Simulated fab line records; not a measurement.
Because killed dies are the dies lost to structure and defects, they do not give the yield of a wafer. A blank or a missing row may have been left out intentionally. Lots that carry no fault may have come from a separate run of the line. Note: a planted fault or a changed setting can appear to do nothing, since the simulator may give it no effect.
fab line records	flow rit-cmos
record: lots: 5	wafers: 15	last-day: 6
route steps=202 shown ACTIVE@15 FOX1@20 FOX2@23 NWELL@28 PWELL@39
lots untouched by any fault: they come from a run of this same line in which no faults occurred
start-h: the number of hours between the record's first day and the start of the first shown wafer of the lot	wait-h: time in hours since the lot's previous step	" as in the row above	L1.1+2: a row that stands for several wafers	- either no value or no given start	* or withheld: withheld	< > ~ a bound
route shown NAME@n: names a module that has steps shown in the file, with the first one's number in the route	usual: average and standard deviation across the fault-free wafers	same: alike in all rows	chamber/n: place in a boat	sites: each site's reading	_std_site: standard deviation across them	_edge_site: outer sites' mean less inner sites'	radius-mm: for every site, how far away it sits from the centre of the wafer	mask NAME#n: copy n	behind: the last tool/chamber to shape the wafer	hold: what put the lot on hold/how long, in hours/how the hold closed	device: the n, p or np transistor that did not switch	end of line: at the end of the route, the tests of the same wafers	step lacking rows: just its recipe	killed: dies lost to structure and defects at the first sort, not the wafer's yield	map: a wafer's dies, marking killed ones x, the rest . and places with no die _
set.NAME: the setting as run; set.NAME@STEP: as run at that earlier step	model.NAME: the simulator's own value behind a step, which no gauge read
a table for each step, a row for each wafer; lots at some steps of the route
services: a tool's chamber out of use, with start hour (start-h, from the record's first day; less than 0 if before it), hours out, and reason
== steps ==
step: RIT_ACTIVE_STRIP_14
recipe: chemistry: O2	time-s: 180	resist: NOVOLAK	platen-temp-c: withheld	power-w: 500	pressure-mtorr: 4000	o2-flow-sccm: 4000
usual: drypump-motor-current-A: 5.91/0.26
lot.wafer	tool	chamber	start-h	wait-h	drypump-motor-current-A	rf-hours-counter-h
L076.1	plasma-asher-03	0	25.39	0.1	6.12	25
L076.3	"	1	"	"	5.76	-
L076.4	"	0	"	"	6.13	-
L085.1	plasma-asher-03	0	69.97	0.1	6.10	31
L085.4	"	0	"	"	6.10	-
L085.6	"	1	"	"	5.71	-
L090.1	plasma-asher-01	1	95.76	0.1	5.24	42
L090.5	"	0	"	"	6.18	-
L090.6	"	1	"	"	5.23	-
L092.1	plasma-asher-03	0	107.39	0.1	6.13	34
L092.2	"	1	"	"	5.74	34
L092.6	"	0	"	"	6.12	-
L093.1	plasma-asher-03	1	109.86	0.1	5.79	34
L093.2	"	0	"	"	6.12	34
L093.4	"	1	"	"	5.74	-
step: RIT_ACTIVE_CD_MEAS_90
recipe: target-cd-nm: 1400
usual: cd-nm: 1399.9/2.4
lot.wafer	tool	chamber	start-h	wait-h	cd-nm
L076.1	cd-sem-01	-	25.57	0.1	1398.4
L076.3	"	-	"	"	1397.3
L076.4	"	-	"	"	1398.7
L085.1	cd-sem-02	-	70.14	0.1	1401.3
L085.4	"	-	"	"	1400.3
L085.6	"	-	"	"	1400.5
L090.1	cd-sem-01	-	95.93	0.1	1401.4
L090.5	"	-	"	"	1401.0
L090.6	"	-	"	"	1398.8
L092.1	cd-sem-02	-	107.57	0.1	1396.0
L092.2	"	-	"	"	1396.2
L092.6	"	-	"	"	1394.0
L093.1	cd-sem-01	-	110.04	0.1	1401.1
L093.2	"	-	"	"	1400.7
L093.4	"	-	"	"	1400.6
step: RIT_ACTIVE_CLEAN_15
recipe: chemistry: SC1	mix: 3:3:50	time-s: 600	temp-c: 75
usual: bath-guard-temp-C: 75.1/0.67
lot.wafer	tool	chamber	start-h	wait-h	bath-guard-temp-C
L076.1	wet-bench-01	2	25.69	0.1	75.1
L076.3	"	2	"	"	75.0
L076.4	"	2	"	"	75.0
L085.1	wet-bench-02	3	70.26	0.1	76.0
L085.4	"	3	"	"	76.2
L085.6	"	3	"	"	76.2
L090.1	wet-bench-02	3	96.05	0.1	76.2
L090.5	"	3	"	"	76.1
L090.6	"	3	"	"	75.5
L092.1	wet-bench-01	1	107.69	0.1	74.1
L092.2	"	1	"	"	74.1
L092.6	"	1	"	"	74.1
L093.1	wet-bench-02	3	110.16	0.1	76.1
L093.2	"	3	"	"	76.1
L093.4	"	3	"	"	76.1
step: RIT_ACTIVE_CLEAN_16
recipe: chemistry: dHF	dilution: 50:1	time-s: 30
lot.wafer	tool	chamber	start-h	wait-h
L076.1+3+4	wet-bench-02	1	25.86	0.0
L085.1+4+6	wet-bench-01	1	70.45	0.0
L090.1+5+6	wet-bench-04	3	96.24	0.0
L092.1+2+6	wet-bench-02	1	107.86	0.0
L093.1+2+4	wet-bench-04	1	110.35	0.0
step: RIT_ACTIVE_CLEAN_17
recipe: chemistry: SC2	mix: 3:3:50	time-s: 600	temp-c: 75	dry: n2-spin
usual: bath-guard-temp-C: 75.2/0.48
lot.wafer	tool	chamber	start-h	wait-h	bath-guard-temp-C
L076.1	wet-bench-01	0	25.88	0.0	74.4
L076.3	"	0	"	"	74.1
L076.4	"	0	"	"	74.6
L085.1	wet-bench-04	1	70.47	0.0	75.0
L085.4	"	1	"	"	74.8
L085.6	"	1	"	"	75.2
L090.1	wet-bench-01	2	96.26	0.0	74.7
L090.5	"	2	"	"	74.9
L090.6	"	2	"	"	75.1
L092.1	wet-bench-01	3	107.88	0.0	74.7
L092.2	"	3	"	"	75.0
L092.6	"	3	"	"	74.9
L093.1	wet-bench-01	0	110.37	0.0	74.4
L093.2	"	0	"	"	74.2
L093.4	"	0	"	"	74.5
step: RIT_FOX1_OXIDATION_00
recipe: temp-c: 1100	ambient: H2O	target-thk-a: 3507	p-h2o-torr: 720	ox-time-s: 1130
usual: ox-temp-c: 1099.9/0.5	spike-tc-centre-C: 1101.7/1.1
same: ox-time-s: 1130
lot.wafer	tool	chamber	start-h	wait-h	ox-temp-c	spike-tc-centre-C
L076.1	furnace-02	0	27.20	1.1	1100.4	1101.6
L076.3	"	0	"	"	1100.5	1099.5
L076.4	"	0	"	"	1099.6	1102.9
L085.1	furnace-02	0	70.69	0.0	1099.9	1102.5
L085.4	"	0	"	"	1100.0	1100.3
L085.6	"	0	"	"	1100.1	1101.8
L090.1	furnace-02	0	96.43	0.0	1100.1	1101.0
L090.5	"	0	"	"	1100.2	1101.1
L090.6	"	0	"	"	1099.8	1100.1
L092.1	furnace-03	0	108.05	0.0	1099.6	1103.4
L092.2	"	0	"	"	1099.7	1103.2
L092.6	"	0	"	"	1099.7	1102.5
L093.1	furnace-02	0	110.93	0.4	1099.2	1101.0
L093.2	"	0	"	"	1099.3	1103.0
L093.4	"	0	"	"	1099.7	1101.0
step: RIT_FOX1_THK_MEAS_01
recipe: reads: SiO2_of_FOX1_OXIDATION_00
usual: FOX1_OXIDE_THK: 352/7.4
lot.wafer	tool	chamber	start-h	wait-h	FOX1_OXIDE_THK[nm]
L076.1	film-metro-03	-	28.51	0.0	350
L076.3	"	-	"	"	347
L076.4	"	-	"	"	358
L085.1	film-metro-02	-	72.01	0.0	357
L085.4	"	-	"	"	359
L085.6	"	-	"	"	356
L090.1	film-metro-03	-	97.75	0.0	351
L090.5	"	-	"	"	340
L090.6	"	-	"	"	349
L092.1	film-metro-04	-	109.37	0.0	361
L092.2	"	-	"	"	364
L092.6	"	-	"	"	368
L093.1	film-metro-02	-	112.24	0.0	349
L093.2	"	-	"	"	353
L093.4	"	-	"	"	355
step: RIT_FOX1_WET_ETCH_02
recipe: chemistry: BOE	target-depth-nm: 350	time-s: 390	temp-c: 21.5	dry: n2-spin	dilution: 10:1	target: SiO2
lot.wafer	tool	chamber	start-h	wait-h
L076.1+3+4	wet-bench-03	3	28.57	0.1
L085.1+4+6	wet-bench-04	2	72.07	0.1
L090.1+5+6	wet-bench-03	3	97.81	0.1
L092.1+2+6	wet-bench-03	3	109.43	0.1
L093.1+2+4	wet-bench-01	3	112.30	0.1
step: RIT_FOX2_OXIDATION_00
recipe: temp-c: 1100	ambient: H2O	target-thk-a: 3507	p-h2o-torr: 720	ox-time-s: 1167
usual: ox-temp-c: 1100.0/0.46	spike-tc-centre-C: 1102.0/1
same: ox-time-s: 1167
lot.wafer	tool	chamber	start-h	wait-h	ox-temp-c	spike-tc-centre-C
L076.1	furnace-04	0	28.78	0.1	1100.5	1100.4
L076.3	"	0	"	"	1100.1	1102.4
L076.4	"	0	"	"	1100.3	1102.3
L085.1	furnace-04	0	72.19	0.0	1099.2	1100.9
L085.4	"	0	"	"	1099.8	1101.8
L085.6	"	0	"	"	1100.0	1099.5
L090.1	furnace-03	0	97.92	0.0	1100.5	1101.9
L090.5	"	0	"	"	1099.7	1102.9
L090.6	"	0	"	"	1100.0	1103.1
L092.1	furnace-01	0	109.54	0.0	1100.3	1103.1
L092.2	"	0	"	"	1100.8	1102.3
L092.6	"	0	"	"	1100.1	1100.0
L093.1	furnace-04	0	112.58	0.2	1100.0	1101.6
L093.2	"	0	"	"	1099.6	1100.8
L093.4	"	0	"	"	1100.3	1101.8
step: RIT_FOX2_THK_MEAS_01
recipe: reads: SiO2_of_FOX2_OXIDATION_00
usual: FOX2_OXIDE_THK: 361/5.5
lot.wafer	tool	chamber	start-h	wait-h	FOX2_OXIDE_THK[nm]
L076.1	film-metro-04	-	30.10	0.0	361
L076.3	"	-	"	"	358
L076.4	"	-	"	"	361
L085.1	film-metro-01	-	73.51	0.0	361
L085.4	"	-	"	"	357
L085.6	"	-	"	"	356
L090.1	film-metro-01	-	99.24	0.0	367
L090.5	"	-	"	"	366
L090.6	"	-	"	"	371
L092.1	film-metro-04	-	110.86	0.0	370
L092.2	"	-	"	"	370
L092.6	"	-	"	"	364
L093.1	film-metro-04	-	113.90	0.0	356
L093.2	"	-	"	"	352
L093.4	"	-	"	"	358
step: RIT_FOX2_CLEAN_02
recipe: chemistry: dHF	dilution: 50:1	time-s: 180
lot.wafer	tool	chamber	start-h	wait-h
L076.1+3+4	wet-bench-03	3	30.16	0.1
L085.1+4+6	wet-bench-03	1	73.57	0.1
L090.1+5+6	wet-bench-03	0	99.30	0.1
L092.1+2+6	wet-bench-02	3	110.92	0.1
L093.1+2+4	wet-bench-02	3	113.96	0.1
step: RIT_FOX2_WET_ETCH_03
recipe: chemistry: H3PO4	target: Si3N4	target-depth-nm: 195	temp-c: 165	time-s: 2700
usual: bath-guard-temp-C: 165.0/0.53
lot.wafer	tool	chamber	start-h	wait-h	bath-guard-temp-C
L076.1	wet-bench-01	1	30.22	0.0	164.0
L076.3	"	1	"	"	164.2
L076.4	"	1	"	"	164.2
L085.1	wet-bench-01	0	73.62	0.0	164.3
L085.4	"	0	"	"	164.3
L085.6	"	0	"	"	164.4
L090.1	wet-bench-01	0	99.36	0.0	164.4
L090.5	"	0	"	"	164.9
L090.6	"	0	"	"	164.1
L092.1	wet-bench-01	2	110.98	0.0	165.1
L092.2	"	2	"	"	165.1
L092.6	"	2	"	"	164.9
L093.1	wet-bench-01	0	114.02	0.0	164.0
L093.2	"	0	"	"	164.1
L093.4	"	0	"	"	164.4
step: RIT_FOX2_THK_MEAS_90
recipe: reads: SiO2_of_FOX2_OXIDATION_00
usual: FIELD_OXIDE_LEFT_1_THK: 334/5.5
lot.wafer	tool	chamber	start-h	wait-h	FIELD_OXIDE_LEFT_1_THK[nm]
L076.1	film-metro-02	-	30.97	0.0	334
L076.3	"	-	"	"	332
L076.4	"	-	"	"	334
L085.1	film-metro-02	-	74.45	0.0	334
L085.4	"	-	"	"	329
L085.6	"	-	"	"	329
L090.1	film-metro-04	-	100.11	0.0	340
L090.5	"	-	"	"	339
L090.6	"	-	"	"	344
L092.1	film-metro-04	-	111.74	0.0	342
L092.2	"	-	"	"	342
L092.6	"	-	"	"	337
L093.1	film-metro-02	-	114.78	0.0	329
L093.2	"	-	"	"	325
L093.4	"	-	"	"	331
step: RIT_NWELL_HMDS_00
recipe: prime-time-s: 60	prime-temp-c: 140
usual: chill-plate-temp-C: 23.01/0.12
lot.wafer	tool	chamber	start-h	wait-h	chill-plate-temp-C
L076.1	litho-track-01	0	31.03	0.1	22.75
L076.3	"	0	"	"	22.87
L076.4	"	0	"	"	23.01
L085.1	litho-track-02	0	74.51	0.1	22.98
L085.4	"	0	"	"	22.91
L085.6	"	0	"	"	22.89
L090.1	litho-track-01	0	100.17	0.1	23.31
L090.5	"	0	"	"	23.14
L090.6	"	0	"	"	23.01
L092.1	litho-track-02	0	111.80	0.1	22.88
L092.2	"	0	"	"	22.92
L092.6	"	0	"	"	22.81
L093.1	litho-track-04	0	114.84	0.1	23.20
L093.2	"	0	"	"	23.27
L093.4	"	0	"	"	23.33
step: RIT_NWELL_COAT_01
recipe: resist: NOVOLAK	spin-rpm: 2000	resist-thk-nm: 1300
usual: chill-plate-temp-C: 23.01/0.097
lot.wafer	tool	chamber	start-h	wait-h	chill-plate-temp-C
L076.1	litho-track-01	0	31.18	0.1	23.05
L076.3	"	0	"	"	23.08
L076.4	"	0	"	"	23.06
L085.1	litho-track-02	0	74.66	0.1	23.03
L085.4	"	0	"	"	23.00
L085.6	"	0	"	"	22.99
L090.1	litho-track-01	0	100.32	0.1	23.14
L090.5	"	0	"	"	23.14
L090.6	"	0	"	"	23.24
L092.1	litho-track-02	0	111.95	0.1	23.01
L092.2	"	0	"	"	23.10
L092.6	"	0	"	"	23.16
L093.1	litho-track-04	0	114.99	0.1	23.05
L093.2	"	0	"	"	22.97
L093.4	"	0	"	"	23.00
step: RIT_NWELL_SOFTBAKE_02
recipe: resist: NOVOLAK	temp-c: 90	time-s: 60
usual: chill-plate-temp-C: 23.00/0.1
lot.wafer	tool	chamber	start-h	wait-h	chill-plate-temp-C
L076.1	litho-track-01	0	31.33	0.1	23.19
L076.3	"	0	"	"	22.94
L076.4	"	0	"	"	22.97
L085.1	litho-track-02	0	74.81	0.1	22.99
L085.4	"	0	"	"	23.07
L085.6	"	0	"	"	23.15
L090.1	litho-track-01	0	100.47	0.1	23.09
L090.5	"	0	"	"	22.99
L090.6	"	0	"	"	23.13
L092.1	litho-track-02	0	112.10	0.1	22.88
L092.2	"	0	"	"	22.73
L092.6	"	0	"	"	23.01
L093.1	litho-track-04	0	115.14	0.1	22.84
L093.2	"	0	"	"	22.91
L093.4	"	0	"	"	22.96
step: RIT_NWELL_EXPOSE_03
recipe: mask-id: M2	na: 0.57	target-cd-nm: 43900	dose-mj: 250
usual: exposure-dose-mJ-cm2: 250.01/0.26	stage-vel-mm-s: 499.95/0.24
lot.wafer	tool	chamber	start-h	wait-h	mask	exposure-dose-mJ-cm2	stage-vel-mm-s
L076.1	iline-stepper-01	0	31.61	0.2	M2#0	250.35	500.10
L076.3	"	0	"	"	M2#0	249.84	500.15
L076.4	"	0	"	"	M2#0	249.60	499.77
L085.1	iline-stepper-02	0	74.96	0.1	M2#0	249.85	499.78
L085.4	"	0	"	"	M2#0	249.55	499.75
L085.6	"	0	"	"	M2#0	249.62	499.98
L090.1	iline-stepper-01	0	100.75	0.2	M2#0	249.89	499.78
L090.5	"	0	"	"	M2#0	249.91	500.12
L090.6	"	0	"	"	M2#0	249.86	499.99
L092.1	iline-stepper-02	0	112.38	0.2	M2#0	250.36	499.81
L092.2	"	0	"	"	M2#0	250.12	499.81
L092.6	"	0	"	"	M2#0	249.90	499.69
L093.1	iline-stepper-02	0	115.29	0.1	M2#0	250.05	500.52
L093.2	"	0	"	"	M2#0	250.22	499.96
L093.4	"	0	"	"	M2#0	250.19	500.10
step: RIT_NWELL_PEB_04
recipe: resist: NOVOLAK	temp-c: withheld	time-s: withheld
usual: chill-plate-temp-C: *
lot.wafer	tool	chamber	start-h	wait-h	chill-plate-temp-C
L076.1	litho-track-02	0	31.73	0.1	*
L076.3	"	0	"	"	*
L076.4	"	0	"	"	*
L085.1	litho-track-04	0	75.08	0.1	*
L085.4	"	0	"	"	*
L085.6	"	0	"	"	*
L090.1	litho-track-02	0	100.87	0.1	*
L090.5	"	0	"	"	*
L090.6	"	0	"	"	*
L092.1	litho-track-04	0	112.49	0.1	*
L092.2	"	0	"	"	*
L092.6	"	0	"	"	*
L093.1	litho-track-01	0	115.41	0.1	*
L093.2	"	0	"	"	*
L093.4	"	0	"	"	*
step: RIT_NWELL_DEVELOP_05
recipe: resist: NOVOLAK	develop-time-s: 68	dev-temp-c: 23
usual: chill-plate-temp-C: 23.01/0.11
lot.wafer	tool	chamber	start-h	wait-h	chill-plate-temp-C
L076.1	litho-track-02	0	-	-	22.85
L076.3	"	0	"	"	22.86
L076.4	"	0	"	"	23.08
L085.1	litho-track-04	0	-	-	23.15
L085.4	"	0	"	"	22.98
L085.6	"	0	"	"	22.87
L090.1	litho-track-02	0	-	-	23.14
L090.5	"	0	"	"	23.10
L090.6	"	0	"	"	23.01
L092.1	litho-track-04	0	-	-	23.09
L092.2	"	0	"	"	23.13
L092.6	"	0	"	"	23.16
L093.1	litho-track-01	0	-	-	23.03
L093.2	"	0	"	"	22.93
L093.4	"	0	"	"	23.00
step: RIT_NWELL_OVL_MEAS_06
usual: NWELL_OVL: 0.4/1.2
lot.wafer	tool	chamber	start-h	wait-h	NWELL_OVL[nm]
L076.1	overlay-02	-	32.04	-	-0.2
L076.3	"	-	"	"	1.7
L076.4	"	-	"	"	1.6
L085.1	overlay-02	-	75.39	-	0.4
L085.4	"	-	"	"	1.8
L085.6	"	-	"	"	-0.4
L090.1	overlay-02	-	101.18	-	0.5
L090.5	"	-	"	"	-1.7
L090.6	"	-	"	"	-0.3
L092.1	overlay-01	-	112.81	-	-1.2
L092.2	"	-	"	"	-1.4
L092.6	"	-	"	"	-2.0
L093.1	overlay-01	-	115.72	-	0.8
L093.2	"	-	"	"	0.0
L093.4	"	-	"	"	-0.2
step: RIT_NWELL_HARDBAKE_07
recipe: resist: NOVOLAK	temp-c: 140	time-s: 120
usual: chill-plate-temp-C: 22.98/0.1
lot.wafer	tool	chamber	start-h	wait-h	chill-plate-temp-C
L076.1	litho-track-01	0	32.07	0.0	23.14
L076.3	"	0	"	"	23.00
L076.4	"	0	"	"	23.10
L085.1	litho-track-04	0	75.43	0.0	23.04
L085.4	"	0	"	"	23.01
L085.6	"	0	"	"	23.15
L090.1	litho-track-04	0	101.22	0.0	22.99
L090.5	"	0	"	"	23.10
L090.6	"	0	"	"	23.20
L092.1	litho-track-04	0	112.84	0.0	23.07
L092.2	"	0	"	"	23.06
L092.6	"	0	"	"	22.97
L093.1	litho-track-01	0	115.76	0.0	22.88
L093.2	"	0	"	"	22.97
L093.4	"	0	"	"	22.79
step: RIT_NWELL_IMPLANT_08
recipe: species: P	energy-kev: 170	dose-cm2: 4.877e+13	tilt-deg: 7
usual: beam-energy-keV: 170.01/0.056
lot.wafer	tool	chamber	start-h	wait-h	beam-energy-keV
L076.1	implanter-04	0	32.32	0.2	169.95
L076.3	"	0	"	"	170.02
L076.4	"	0	"	"	169.99
L085.1	implanter-02	0	75.68	0.2	170.06
L085.4	"	0	"	"	170.03
L085.6	"	0	"	"	170.09
L090.1	implanter-03	0	101.47	0.2	170.06
L090.5	"	0	"	"	169.96
L090.6	"	0	"	"	170.09
L092.1	implanter-03	0	113.09	0.2	170.01
L092.2	"	0	"	"	170.09
L092.6	"	0	"	"	170.02
L093.1	implanter-04	0	116.01	0.2	169.99
L093.2	"	0	"	"	170.04
L093.4	"	0	"	"	169.99
step: RIT_NWELL_STRIP_09
recipe: chemistry: O2	time-s: 180	resist: NOVOLAK	platen-temp-c: withheld	power-w: 500	pressure-mtorr: 4000	o2-flow-sccm: 4000
usual: drypump-motor-current-A: 5.8/0.39
lot.wafer	tool	chamber	start-h	wait-h	drypump-motor-current-A	rf-hours-counter-h
L076.1	plasma-asher-01	0	32.47	0.1	6.2	35
L076.3	"	0	"	"	6.2	-
L076.4	"	1	"	"	5.2	-
L085.1	plasma-asher-04	0	75.83	0.1	6.3	43
L085.4	"	0	"	"	6.3	-
L085.6	"	1	"	"	5.3	-
L090.1	plasma-asher-04	0	101.62	0.1	6.3	46
L090.5	"	0	"	"	6.3	-
L090.6	"	1	"	"	5.3	-
L092.1	plasma-asher-03	0	113.24	0.1	6.1	35
L092.2	"	1	"	"	5.7	35
L092.6	"	0	"	"	6.1	-
L093.1	plasma-asher-03	0	116.16	0.1	6.1	36
L093.2	"	1	"	"	5.8	36
L093.4	"	1	"	"	5.7	-
step: RIT_NWELL_TW_MEAS_10
usual: NWELL_TW: 2143/12
lot.wafer	tool	chamber	start-h	wait-h	NWELL_TW
L076.1	film-metro-04	-	32.65	0.1	2153
L076.3	"	-	"	"	2149
L076.4	"	-	"	"	2150
L085.1	film-metro-01	-	76.00	0.1	2152
L085.4	"	-	"	"	2142
L085.6	"	-	"	"	2150
L090.1	film-metro-04	-	101.79	0.1	2163
L090.5	"	-	"	"	2156
L090.6	"	-	"	"	2155
L092.1	film-metro-04	-	113.42	0.1	2162
L092.2	"	-	"	"	2157
L092.6	"	-	"	"	2155
L093.1	film-metro-01	-	116.33	0.1	2129
L093.2	"	-	"	"	2128
L093.4	"	-	"	"	2120
step: RIT_PWELL_HMDS_00
recipe: prime-time-s: 60	prime-temp-c: 140
usual: chill-plate-temp-C: 23.01/0.088
lot.wafer	tool	chamber	start-h	wait-h	chill-plate-temp-C
L076.1	litho-track-04	0	32.71	0.1	23.11
L076.3	"	0	"	"	23.08
L076.4	"	0	"	"	23.09
L085.1	litho-track-03	0	76.08	0.1	23.12
L085.4	"	0	"	"	23.00
L085.6	"	0	"	"	23.00
L090.1	litho-track-04	0	101.88	0.1	22.86
L090.5	"	0	"	"	22.93
L090.6	"	0	"	"	23.00
L092.1	litho-track-03	0	113.48	0.1	23.02
L092.2	"	0	"	"	23.14
L092.6	"	0	"	"	23.19
L093.1	litho-track-04	0	116.39	0.1	22.99
L093.2	"	0	"	"	23.09
L093.4	"	0	"	"	23.09
step: RIT_PWELL_COAT_01
recipe: resist: NOVOLAK	spin-rpm: 2000	resist-thk-nm: 1300
usual: chill-plate-temp-C: 23.00/0.11
lot.wafer	tool	chamber	start-h	wait-h	chill-plate-temp-C
L076.1	litho-track-04	0	32.86	0.1	23.04
L076.3	"	0	"	"	22.86
L076.4	"	0	"	"	23.12
L085.1	litho-track-03	0	76.23	0.1	22.99
L085.4	"	0	"	"	23.03
L085.6	"	0	"	"	23.02
L090.1	litho-track-04	0	102.03	0.1	22.96
L090.5	"	0	"	"	23.11
L090.6	"	0	"	"	23.25
L092.1	litho-track-03	0	113.63	0.1	22.96
L092.2	"	0	"	"	22.99
L092.6	"	0	"	"	23.06
L093.1	litho-track-04	0	116.54	0.1	22.91
L093.2	"	0	"	"	22.89
L093.4	"	0	"	"	22.92
step: RIT_PWELL_SOFTBAKE_02
recipe: resist: NOVOLAK	temp-c: 90	time-s: 60
usual: chill-plate-temp-C: 23.03/0.1
lot.wafer	tool	chamber	start-h	wait-h	chill-plate-temp-C
L076.1	litho-track-04	0	33.01	0.1	23.10
L076.3	"	0	"	"	22.97
L076.4	"	0	"	"	23.06
L085.1	litho-track-03	0	76.38	0.1	22.99
L085.4	"	0	"	"	23.05
L085.6	"	0	"	"	23.11
L090.1	litho-track-04	0	102.18	0.1	23.02
L090.5	"	0	"	"	22.99
L090.6	"	0	"	"	22.97
L092.1	litho-track-03	0	113.78	0.1	23.08
L092.2	"	0	"	"	22.83
L092.6	"	0	"	"	23.01
L093.1	litho-track-04	0	116.69	0.1	22.95
L093.2	"	0	"	"	23.08
L093.4	"	0	"	"	22.98
step: RIT_PWELL_EXPOSE_03
recipe: mask-id: M3	na: 0.57	target-cd-nm: 43700	dose-mj: 250
usual: exposure-dose-mJ-cm2: 250.08/0.28	stage-vel-mm-s: 500.04/0.26
lot.wafer	tool	chamber	start-h	wait-h	mask	exposure-dose-mJ-cm2	stage-vel-mm-s
L076.1	iline-stepper-02	0	33.28	0.2	M3#0	250.28	500.01
L076.3	"	0	"	"	M3#0	250.34	499.97
L076.4	"	0	"	"	M3#0	249.91	499.79
L085.1	iline-stepper-01	0	76.53	0.1	M3#0	249.77	499.78
L085.4	"	0	"	"	M3#0	249.62	499.78
L085.6	"	0	"	"	M3#0	250.28	499.65
L090.1	iline-stepper-01	0	102.33	0.1	M3#0	250.24	499.55
L090.5	"	0	"	"	M3#0	250.22	499.49
L090.6	"	0	"	"	M3#0	250.05	499.80
L092.1	iline-stepper-01	0	113.93	0.1	M3#0	249.80	500.20
L092.2	"	0	"	"	M3#0	249.91	500.20
L092.6	"	0	"	"	M3#0	250.16	500.30
L093.1	iline-stepper-02	0	116.97	0.2	M3#0	250.66	500.23
L093.2	"	0	"	"	M3#0	250.73	500.16
L093.4	"	0	"	"	M3#0	250.70	500.13
step: RIT_PWELL_PEB_04
recipe: resist: NOVOLAK	temp-c: withheld	time-s: withheld
usual: chill-plate-temp-C: *
lot.wafer	tool	chamber	start-h	wait-h	chill-plate-temp-C
L076.1	litho-track-04	0	33.40	0.1	*
L076.3	"	0	"	"	*
L076.4	"	0	"	"	*
L085.1	litho-track-01	0	76.65	0.1	*
L085.4	"	0	"	"	*
L085.6	"	0	"	"	*
L090.1	litho-track-03	0	102.45	0.1	*
L090.5	"	0	"	"	*
L090.6	"	0	"	"	*
L092.1	litho-track-01	0	114.04	0.1	*
L092.2	"	0	"	"	*
L092.6	"	0	"	"	*
L093.1	litho-track-04	0	117.08	0.1	*
L093.2	"	0	"	"	*
L093.4	"	0	"	"	*
step: RIT_PWELL_DEVELOP_05
recipe: resist: NOVOLAK	develop-time-s: 68	dev-temp-c: 23
usual: chill-plate-temp-C: 23.00/0.1
lot.wafer	tool	chamber	start-h	wait-h	chill-plate-temp-C
L076.1	litho-track-04	0	-	-	23.07
L076.3	"	0	"	"	23.13
L076.4	"	0	"	"	23.08
L085.1	litho-track-01	0	-	-	22.89
L085.4	"	0	"	"	22.90
L085.6	"	0	"	"	22.85
L090.1	litho-track-03	0	-	-	22.84
L090.5	"	0	"	"	22.90
L090.6	"	0	"	"	23.22
L092.1	litho-track-01	0	-	-	23.11
L092.2	"	0	"	"	23.03
L092.6	"	0	"	"	23.06
L093.1	litho-track-04	0	-	-	22.92
L093.2	"	0	"	"	22.98
L093.4	"	0	"	"	22.88
== services ==
tool	chamber	start-h	hours	kind
furnace-02	-	4.00	6.9	repair
implanter-03	-	6.36	13.1	repair
furnace-01	-	9.15	3.5	pm
iline-stepper-02	-	12.96	1.7	pm
iline-stepper-01	-	14.63	1.7	pm
wet-bench-04	-	25.85	5.4	repair
iline-stepper-01	0	37.47	-	calibration
plasma-asher-04	-	40.20	13.1	repair
implanter-02	-	56.59	8.4	repair
implanter-03	-	63.28	2.1	repair
plasma-asher-03	-	71.77	2.8	pm
implanter-02	-	76.25	2.2	repair
furnace-02	-	78.14	4.1	pm
plasma-asher-04	-	83.19	3.2	repair
iline-stepper-02	0	94.44	-	calibration
furnace-04	-	97.50	3.9	pm
implanter-02	-	100.83	1.0	repair
plasma-asher-01	-	108.75	9.0	pm
plasma-asher-01	0	108.75	9.0	vent-cycle
plasma-asher-01	1	108.75	9.0	vent-cycle
== key ==
fault none
